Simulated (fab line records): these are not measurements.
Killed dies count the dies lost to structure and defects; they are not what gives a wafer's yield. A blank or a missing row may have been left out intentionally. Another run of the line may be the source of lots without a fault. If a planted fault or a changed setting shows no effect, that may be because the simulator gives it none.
fab line records -- flow berkeley_cmos170
[record] lots = 6, wafers = 18, last_day = 11
route steps=331 shown NLDD@164 SPACER@171 PSD@175
lots that met no fault: from a run of the same line without faults
start_h: the number of hours between the record's first day and the start of the first shown wafer of the lot -- wait_h: hours from the lot's prior step to this one -- " same as the row above -- L1.1+2: several wafers, shown together as one row -- - no value, or no start given -- * or withheld: withheld -- < > ~ a bound
route shown NAME@n: names a module that has steps shown in the file, with the first one's number in the route -- usual: mean/standard deviation taken from wafers without a fault -- same: alike in all rows -- chamber/n: place in a boat -- sites: the reading at each site -- _std_site: standard deviation of those values -- _edge_site: mean of outer sites minus mean of inner sites -- radius_mm: for every site, how far away it sits from the centre of the wafer -- mask NAME#n: copy n -- behind: the last tool/chamber to shape the wafer -- hold: why the lot went on hold/how many hours it stayed there/how the hold came to an end -- device: which transistor (n, p or np) failed to switch -- end of line: the same wafers' tests at the end of the route -- where a step has no rows: the recipe by itself -- killed: dies that structure and defects cost at the first sort, which is not the same as the wafer's yield -- map: per-die view of a wafer (x killed, . not killed, _ where there is no die)
set.NAME: setting as actually run; set.NAME@STEP: the setting as run at that earlier step -- model.NAME: the simulator's own value behind a step, which no gauge read
lots seen at some steps along the route; tables by step, rows by wafer
services: a tool's chamber out of use, with start hour (start_h, from the record's first day; less than 0 if before it), hours out, and reason
[[steps]]
[step UCB170_NLDD_CD_MEAS_06]
[recipe] target_cd_nm = 1200
[usual] cd_nm = 1200.2/1.6
lot.wafer,tool,chamber,start_h,wait_h,cd_nm
L711.1,cd_sem-02,-,123.39,-,1198.9
L711.5,cd_sem-02,-,123.39,-,1198.7
L711.6,cd_sem-02,-,123.39,-,1199.6
L721.1,cd_sem-01,-,173.98,-,1203.3
L721.5,cd_sem-01,-,173.98,-,1200.9
L721.6,cd_sem-01,-,173.98,-,1203.4
L729.3,cd_sem-02,-,210.90,-,1201.4
L729.4,cd_sem-02,-,210.90,-,1201.9
L729.6,cd_sem-02,-,210.90,-,1201.0
L728.1,cd_sem-01,-,210.96,-,1200.1
L728.3,cd_sem-01,-,210.96,-,1200.8
L728.6,cd_sem-01,-,210.96,-,1200.7
L732.3,cd_sem-02,-,226.24,-,1202.0
L732.4,cd_sem-02,-,226.24,-,1202.4
L732.6,cd_sem-02,-,226.24,-,1202.9
L733.1,cd_sem-02,-,234.56,-,1196.8
L733.2,cd_sem-02,-,234.56,-,1196.5
L733.5,cd_sem-02,-,234.56,-,1198.2
[step UCB170_NLDD_OVL_MEAS_07]
[usual] NLDD_OVL = 2/5.2
lot.wafer,tool,chamber,start_h,wait_h,NLDD_OVL[nm]
L711.1,overlay-01,-,123.51,0.1,2
L711.5,overlay-01,-,123.51,0.1,1
L711.6,overlay-01,-,123.51,0.1,-6
L721.1,overlay-01,-,174.10,0.1,8
L721.5,overlay-01,-,174.10,0.1,1
L721.6,overlay-01,-,174.10,0.1,2
L729.3,overlay-02,-,210.99,0.1,8
L729.4,overlay-02,-,210.99,0.1,6
L729.6,overlay-02,-,210.99,0.1,7
L728.1,overlay-01,-,211.08,0.1,-5
L728.3,overlay-01,-,211.08,0.1,-5
L728.6,overlay-01,-,211.08,0.1,0
L732.3,overlay-01,-,226.34,0.1,7
L732.4,overlay-01,-,226.34,0.1,9
L732.6,overlay-01,-,226.34,0.1,11
L733.1,overlay-01,-,234.68,0.1,7
L733.2,overlay-01,-,234.68,0.1,4
L733.5,overlay-01,-,234.68,0.1,7
[step UCB170_NLDD_IMPLANT_08]
[recipe] species = As, dose_cm2 = 5e+13, energy_kev = 30, tilt_deg = 7, rotation_deg = 0
[step UCB170_NLDD_IMPLANT_09]
[recipe] species = As, dose_cm2 = 5e+13, energy_kev = 30, tilt_deg = 7, rotation_deg = 180
[step UCB170_NLDD_STRIP_10]
[recipe] chemistry = O2, power_w = 400, pressure_mtorr = 3500, platen_temp_c = withheld, o2_flow_sccm = 400, overash_fraction = 0.5
[usual] drypump_motor_current_A = 5.8/0.47, oes_product_au = 0.735/0.0045, strip_time_to_endpoint_s = 21.60/0.067
[same] overash_fraction = 0.5
lot.wafer,tool,chamber,start_h,wait_h,drypump_motor_current_A,oes_product_au,rf_hours_counter_h,strip_time_to_endpoint_s
L711.1,plasma_asher-04,0,123.84,0.1,6.3,0.735,1,21.58
L711.5,plasma_asher-04,0,123.84,0.1,6.2,0.737,-,21.57
L711.6,plasma_asher-04,1,123.84,0.1,5.9,0.735,-,21.49
L721.1,plasma_asher-03,1,174.43,0.1,5.3,0.738,44,21.61
L721.5,plasma_asher-03,0,174.43,0.1,5.2,0.734,-,21.70
L721.6,plasma_asher-03,1,174.43,0.1,5.4,0.739,-,21.60
L729.3,plasma_asher-02,1,211.35,0.1,6.4,0.726,-,21.70
L729.4,plasma_asher-02,0,211.35,0.1,5.3,0.735,-,21.64
L729.6,plasma_asher-02,0,211.35,0.1,5.3,0.739,-,21.65
L728.1,plasma_asher-03,0,211.41,0.1,5.2,0.733,48,21.63
L728.3,plasma_asher-03,1,211.41,0.1,5.3,0.738,-,21.63
L728.6,plasma_asher-03,1,211.41,0.1,5.3,0.735,-,21.56
L732.3,plasma_asher-02,0,226.69,0.1,5.3,0.736,-,21.71
L732.4,plasma_asher-02,1,226.69,0.1,6.4,0.734,-,21.64
L732.6,plasma_asher-02,0,226.69,0.1,5.3,0.734,-,21.74
L733.1,plasma_asher-02,1,235.02,0.1,6.4,0.735,48,21.55
L733.2,plasma_asher-02,0,235.02,0.1,5.3,0.726,48,21.49
L733.5,plasma_asher-02,0,235.02,0.1,5.3,0.734,-,21.64
[step UCB170_NLDD_TW_MEAS_11]
[usual] NLDD_TW = 2242/24
lot.wafer,tool,chamber,start_h,wait_h,NLDD_TW
L711.1,film_metro-04,-,123.94,0.1,2234
L711.5,film_metro-04,-,123.94,0.1,2225
L711.6,film_metro-04,-,123.94,0.1,2225
L721.1,film_metro-02,-,174.53,0.1,2216
L721.5,film_metro-02,-,174.53,0.1,2220
L721.6,film_metro-02,-,174.53,0.1,2220
L729.3,film_metro-02,-,211.44,0.1,2247
L729.4,film_metro-02,-,211.44,0.1,2243
L729.6,film_metro-02,-,211.44,0.1,2245
L728.1,film_metro-04,-,211.51,0.1,2214
L728.3,film_metro-04,-,211.51,0.1,2215
L728.6,film_metro-04,-,211.51,0.1,2225
L732.3,film_metro-02,-,226.78,0.1,2227
L732.4,film_metro-02,-,226.78,0.1,2232
L732.6,film_metro-02,-,226.78,0.1,2257
L733.1,film_metro-02,-,235.12,0.1,2242
L733.2,film_metro-02,-,235.12,0.1,2235
L733.5,film_metro-02,-,235.12,0.1,2230
[step UCB170_NLDD_CLEAN_12]
[recipe] chemistry = SPM, temp_c = 120, time_s = 600
[step UCB170_SPACER_CVD_00]
[recipe] material = SiO2, target_thk_nm = 376, temp_c = 390, precursor = TEOS/O2, time_s = 47, rf_w = 550, pressure_mtorr = 9000
[usual] heater_power_w = 275/50, pressure_mtorr = 9001/17, susceptor_temp_C = 389.98/0.22
lot.wafer,tool,chamber,start_h,wait_h,heater_power_w,pressure_mtorr,susceptor_temp_C
L711.1,pecvd-04,2,124.18,0.0,289,8995,389.99
L711.5,pecvd-04,0,124.18,0.0,151,9009,390.10
L711.6,pecvd-04,1,124.18,0.0,337,9020,389.36
L721.1,pecvd-01,0,174.79,0.0,360,9015,389.49
L721.5,pecvd-01,2,174.79,0.0,222,9013,390.09
L721.6,pecvd-01,1,174.79,0.0,285,8981,389.95
L729.3,pecvd-01,0,211.65,0.0,358,9008,389.64
L729.4,pecvd-01,2,211.65,0.0,242,9005,389.90
L729.6,pecvd-01,1,211.65,0.0,252,8971,390.09
L728.1,pecvd-04,2,212.00,0.0,283,9009,389.95
L728.3,pecvd-04,1,212.00,0.0,334,9019,390.14
L728.6,pecvd-04,2,212.00,0.0,286,9009,389.96
L732.3,pecvd-04,2,227.01,0.0,223,9002,389.85
L732.4,pecvd-04,1,227.01,0.0,359,9017,390.06
L732.6,pecvd-04,0,227.01,0.0,214,9032,389.94
L733.1,pecvd-04,1,235.35,0.0,334,8984,390.53
L733.2,pecvd-04,0,235.35,0.0,201,9014,389.92
L733.5,pecvd-04,0,235.35,0.0,206,9005,389.83
[step UCB170_SPACER_THK_MEAS_01]
[recipe] reads = SiO2_of_SPACER_CVD_00
[usual] SPACER_TEOS_THK = 376/4.2
lot.wafer,tool,chamber,start_h,wait_h,SPACER_TEOS_THK[nm]
L711.1,film_metro-02,-,124.22,0.0,374
L711.5,film_metro-02,-,124.22,0.0,375
L711.6,film_metro-02,-,124.22,0.0,376
L721.1,film_metro-03,-,174.83,0.0,367
L721.5,film_metro-03,-,174.83,0.0,386
L721.6,film_metro-03,-,174.83,0.0,379
L729.3,film_metro-02,-,211.72,0.0,371
L729.4,film_metro-02,-,211.72,0.0,380
L729.6,film_metro-02,-,211.72,0.0,376
L728.1,film_metro-01,-,212.05,0.0,374
L728.3,film_metro-01,-,212.05,0.0,374
L728.6,film_metro-01,-,212.05,0.0,377
L732.3,film_metro-03,-,227.07,0.0,369
L732.4,film_metro-03,-,227.07,0.0,379
L732.6,film_metro-03,-,227.07,0.0,377
L733.1,film_metro-03,-,235.40,0.0,373
L733.2,film_metro-03,-,235.40,0.0,371
L733.5,film_metro-03,-,235.40,0.0,376
[step UCB170_SPACER_ANNEAL_02]
[recipe] temp_c = 900, time_s = 1800, ambient = N2
[step UCB170_SPACER_ETCHBACK_03]
[recipe] stop_on = Si, target = SiO2, chemistry = CHF3/CF4/Ar, CHF3_flow_sccm = 50, cf4_flow_sccm = 10, Ar_flow_sccm = 120, pressure_mtorr = 200, rf_w = 500, target_depth_a = 3760, time_s = 100
[usual] cf4_flow_sccm = 10.00/0.031, drypump_motor_current_A = 6.0/0.48, oes_product_au = 0.905/0.018, throttle_valve_pct = 6.44/0.1
lot.wafer,tool,chamber,start_h,wait_h,cf4_flow_sccm,drypump_motor_current_A,oes_product_au,rf_hours_counter_h,throttle_valve_pct
L711.1,rie_diel-01,1,129.29,0.0,9.96,5.3,0.910,75,6.26
L711.5,rie_diel-01,2,129.29,0.0,10.01,6.6,0.919,-,6.32
L711.6,rie_diel-01,1,129.29,0.0,9.95,5.4,0.911,-,6.26
L721.1,rie_diel-01,3,177.59,0.0,10.02,6.2,0.892,64,6.54
L721.5,rie_diel-01,0,177.59,0.0,10.00,6.7,0.917,-,6.56
L721.6,rie_diel-01,3,177.59,0.0,9.95,6.3,0.919,-,6.54
L728.1,rie_diel-01,3,216.25,0.0,10.00,6.2,0.900,66,6.53
L728.3,rie_diel-01,1,216.25,0.0,9.97,5.3,0.914,79,6.25
L728.6,rie_diel-01,1,216.25,0.0,10.00,5.3,0.908,-,6.25
L729.3,rie_diel-03,3,216.25,0.0,10.01,6.0,0.926,6,6.50
L729.4,rie_diel-03,2,216.25,0.0,9.98,5.6,0.923,49,6.42
L729.6,rie_diel-03,1,216.25,0.0,9.99,5.8,0.901,-,6.49
L732.3,rie_diel-02,2,229.17,0.1,10.00,5.4,0.863,72,6.54
L732.4,rie_diel-02,3,229.17,0.1,9.99,6.6,0.896,101,6.51
L732.6,rie_diel-02,3,229.17,0.1,10.09,6.7,0.892,-,6.50
L733.1,rie_diel-03,3,242.08,0.0,10.02,6.0,0.923,7,6.51
L733.2,rie_diel-03,1,242.08,0.0,10.05,5.8,0.894,71,6.51
L733.5,rie_diel-03,2,242.08,0.0,10.03,5.5,0.908,-,6.44
[step UCB170_PSD_HMDS_00]
[recipe] prime_time_s = 60, prime_temp_c = 100
[step UCB170_PSD_COAT_01]
[recipe] resist = KrF, spin_rpm = 1500, resist_thk_nm = 900
[usual] chill_plate_temp_C = 22.99/0.1, dispense_pressure_kPa = 49/3.9
lot.wafer,tool,chamber,start_h,wait_h,chill_plate_temp_C,dispense_pressure_kPa
L711.1,litho_track-03,0,129.69,0.1,22.93,49
L711.5,litho_track-03,0,129.69,0.1,23.09,49
L711.6,litho_track-03,0,129.69,0.1,22.98,49
L721.1,litho_track-02,0,177.81,0.1,23.00,52
L721.5,litho_track-02,0,177.81,0.1,22.98,52
L721.6,litho_track-02,0,177.81,0.1,23.01,52
L728.1,litho_track-03,-,216.47,0.1,-,-
L728.3,litho_track-03,-,216.47,0.1,-,-
L728.6,litho_track-03,-,216.47,0.1,-,-
L729.3,litho_track-02,-,216.52,0.1,-,-
L729.4,litho_track-02,-,216.52,0.1,-,-
L729.6,litho_track-02,-,216.52,0.1,-,-
L732.3,litho_track-04,0,230.05,0.1,22.88,42
L732.4,litho_track-04,0,230.05,0.1,22.95,42
L732.6,litho_track-04,0,230.05,0.1,22.96,42
L733.1,litho_track-04,0,242.34,0.1,22.82,42
L733.2,litho_track-04,0,242.34,0.1,22.95,42
L733.5,litho_track-04,0,242.34,0.1,22.89,42
[step UCB170_PSD_SOFTBAKE_02]
[recipe] resist = KrF, temp_c = 130, time_s = 60
[step UCB170_PSD_EXPOSE_03]
[recipe] mask_id = PSELECT_MOD, na = 0.5, sigma_outer = 0.6, source_shape = conventional, target_cd_nm = 1200, dose_mj = 30
[step UCB170_PSD_PEB_04]
[recipe] peb_temp_c = 130, peb_time_s = withheld, resist = KrF
[step UCB170_PSD_DEVELOP_05]
[recipe] developer = TMAH, develop_time_s = 45, resist = KrF, dev_temp_c = 21
[step UCB170_PSD_CD_MEAS_06]
[recipe] target_cd_nm = 1200
[usual] cd_nm = 1200.2/1.5
lot.wafer,tool,chamber,start_h,wait_h,cd_nm
L711.1,cd_sem-01,-,130.38,-,1200.7
L711.5,cd_sem-01,-,130.38,-,1200.7
L711.6,cd_sem-01,-,130.38,-,1199.7
L721.1,cd_sem-02,-,179.07,-,1200.0
L721.5,cd_sem-02,-,179.07,-,1199.4
L721.6,cd_sem-02,-,179.07,-,1198.8
L729.3,cd_sem-01,-,217.54,-,-
L729.4,cd_sem-01,-,217.54,-,-
L729.6,cd_sem-01,-,217.54,-,-
L728.1,cd_sem-02,-,217.71,-,-
L728.3,cd_sem-02,-,217.71,-,-
L728.6,cd_sem-02,-,217.71,-,-
L732.3,cd_sem-02,-,231.29,-,1199.9
L732.4,cd_sem-02,-,231.29,-,1200.3
L732.6,cd_sem-02,-,231.29,-,1199.3
L733.1,cd_sem-02,-,243.15,-,1196.9
L733.2,cd_sem-02,-,243.15,-,1196.5
L733.5,cd_sem-02,-,243.15,-,1197.2
[step UCB170_PSD_OVL_MEAS_07]
[usual] PSD_OVL = 0/6.2
lot.wafer,tool,chamber,start_h,wait_h,PSD_OVL[nm]
L711.1,overlay-02,-,130.50,0.1,-1
L711.5,overlay-02,-,130.50,0.1,-6
L711.6,overlay-02,-,130.50,0.1,-8
L721.1,overlay-01,-,179.19,0.1,-4
L721.5,overlay-01,-,179.19,0.1,6
L721.6,overlay-01,-,179.19,0.1,2
L729.3,overlay-01,-,217.63,0.1,-
L729.4,overlay-01,-,217.63,0.1,-
L729.6,overlay-01,-,217.63,0.1,-
L728.1,overlay-01,-,217.83,0.1,-
L728.3,overlay-01,-,217.83,0.1,-
L728.6,overlay-01,-,217.83,0.1,-
L732.3,overlay-02,-,231.38,0.1,-5
L732.4,overlay-02,-,231.38,0.1,-11
L732.6,overlay-02,-,231.38,0.1,-8
L733.1,overlay-01,-,243.27,0.1,3
L733.2,overlay-01,-,243.27,0.1,6
L733.5,overlay-01,-,243.27,0.1,5
[[services]]
tool,chamber,start_h,hours,kind
rie_diel-01,2,102.28,7.4,repair
plasma_asher-04,-,108.75,9.0,pm
plasma_asher-04,0,108.75,9.0,vent_cycle
plasma_asher-04,1,108.75,9.0,vent_cycle
plasma_asher-04,0,117.75,-,clean
plasma_asher-04,1,117.75,-,clean
pecvd-04,-,120.05,1.5,repair
pecvd-04,-,135.50,14.0,pm
pecvd-04,0,135.50,14.0,vent_cycle
pecvd-04,1,135.50,14.0,vent_cycle
pecvd-04,2,135.50,14.0,vent_cycle
pecvd-01,0,145.66,5.2,repair
pecvd-04,0,149.50,-,clean
pecvd-04,1,149.50,-,clean
pecvd-04,2,149.50,-,clean
pecvd-01,2,150.36,8.5,repair
rie_diel-03,0,189.13,8.9,repair
rie_diel-01,0,210.72,-,clean
rie_diel-01,0,210.72,19.9,scheduled_down
rie_diel-01,0,210.72,19.9,vent_cycle
plasma_asher-04,-,214.28,1.0,repair
rie_diel-01,-,223.27,15.6,pm
rie_diel-02,1,230.48,1.2,repair
plasma_asher-04,-,231.52,2.8,pm
[[key]]
[first_sign] step = UCB170_PSD_COAT_01, reading = tool_record, direction = missing
[effect] step = UCB170_PSD_CD_MEAS_06, reading = cd_nm, direction = missing
[effect] step = UCB170_PSD_OVL_MEAS_07, reading = PSD_OVL, direction = missing
met_at UCB170_PSD_COAT_01
struck_wafers L728.1,L728.3,L728.6,L729.3,L729.4,L729.6
sort_left_out L728.1,L728.3,L728.6,L729.3,L729.4,L729.6
tester_left_out L728,L729
onset_between 177.81 216.47
[fault] kind = skipped_step_whole, tool = litho_track-02,litho_track-03, chamber = -, onset_h = 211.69, steps = UCB170_PSD_COAT_01, scope = struck_lots_only
// tester_left_out: of these lots the tester's yield and bins aren't shown, on N5 and GAA mostly nor the transistor test; their killed dies are dies lost to structure and defects alone, not to doping, threshold or leakage, so they don't give the yield
// sort_left_out: the simulated sort isn't trusted on such a fault, so these wafers' sort isn't shown, and their yield isn't known
